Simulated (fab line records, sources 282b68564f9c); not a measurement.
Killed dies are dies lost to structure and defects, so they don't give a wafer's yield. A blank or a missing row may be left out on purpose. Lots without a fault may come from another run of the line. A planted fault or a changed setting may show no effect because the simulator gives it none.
Which tool did it? | flow rit_cmos | 15 lots, 45 wafers sampled, at 1 step of a route of 202

WHAT THE GAUGES READ, wafer by wafer
The record holds no reading of a measuring or inspecting step that can be judged against a usual standard deviation.

WHICH TOOL RAN EACH LOT (tool, then ch and the chambers of the sampled wafers, then the start)
lot  | RIT_NSD_DEVELOP_05
L948 | litho_track-03 ch 0, day 3 09:00
L951 | litho_track-03 ch 0, day 3 22:00
L952 | litho_track-04 ch 0, day 4 06:00
L953 | litho_track-04 ch 0, day 4 10:00
L955 | litho_track-04, day 4 22:00
L956 | litho_track-03, day 4 22:00
L957 | litho_track-04, day 5 04:00
L961 | litho_track-03 ch 0, day 5 21:00
L964 | litho_track-04 ch 0, day 6 12:00
L965 | litho_track-03 ch 0, day 6 13:00
L966 | litho_track-03 ch 0, day 7 04:00
L968 | litho_track-04 ch 0, day 8 01:00
L970 | litho_track-02 ch 0, day 8 01:00
L969 | litho_track-04 ch 0, day 8 02:00
L971 | litho_track-04 ch 0, day 8 09:00
- RIT_NSD_DEVELOP_05: develop time 50 s.

WHAT THE TOOLS THEMSELVES READ (means of the sampled wafers that have a number; where no wafer has one, the mark that the record gives instead)
RIT_NSD_DEVELOP_05.
lot  | tool           | chill_plate_temp_C (C)
L948 | litho_track-03 | 23.15
L951 | litho_track-03 | 22.96
L952 | litho_track-04 | 23.01
L953 | litho_track-04 | 23.04
L955 | litho_track-04 | -
L956 | litho_track-03 | -
L957 | litho_track-04 | -
L961 | litho_track-03 | 23.15
L964 | litho_track-04 | 23.06
L965 | litho_track-03 | 22.89
L966 | litho_track-03 | 23.01
L968 | litho_track-04 | 22.97
L970 | litho_track-02 | 23.12
L969 | litho_track-04 | 22.95
L971 | litho_track-04 | 22.97

THE ANSWER, worked out from the rows above alone
Rule: what is usual is taken from the lots themselves. Put in order of their means at a reading, lots are off if they are a third of the lots or fewer, leave a main group of 4 or more, and stand apart from it by a gap of 3 or more times the standard deviation of the main group's means; of several such gaps the widest counts. A main group whose means are all the same, to the digits that the tables above print for the reading, isn't used. A lot without any number at a reading at which 4 lots or more have one is off too. The other lots that the step has rows for count as sound. The gauges are gone through in route order, then the tools' own readings, and for those a lot's mean is taken as printed above. The first step at which some lot is off is used, and at that step the reading that is off furthest; a lot without a number counts as furthest.
Off: L955, L956, L957, at RIT_NSD_DEVELOP_05 (chill_plate_temp_C). Without a number there: L955, L956, L957. The main group: mean 23.02 C, standard deviation 0.08.
A tool fits if, at that step or a process step before it, it ran every lot that is off, and no sound lot after the first of them. None of those tried fits.

WHAT THE SIMULATOR HAD PUT IN
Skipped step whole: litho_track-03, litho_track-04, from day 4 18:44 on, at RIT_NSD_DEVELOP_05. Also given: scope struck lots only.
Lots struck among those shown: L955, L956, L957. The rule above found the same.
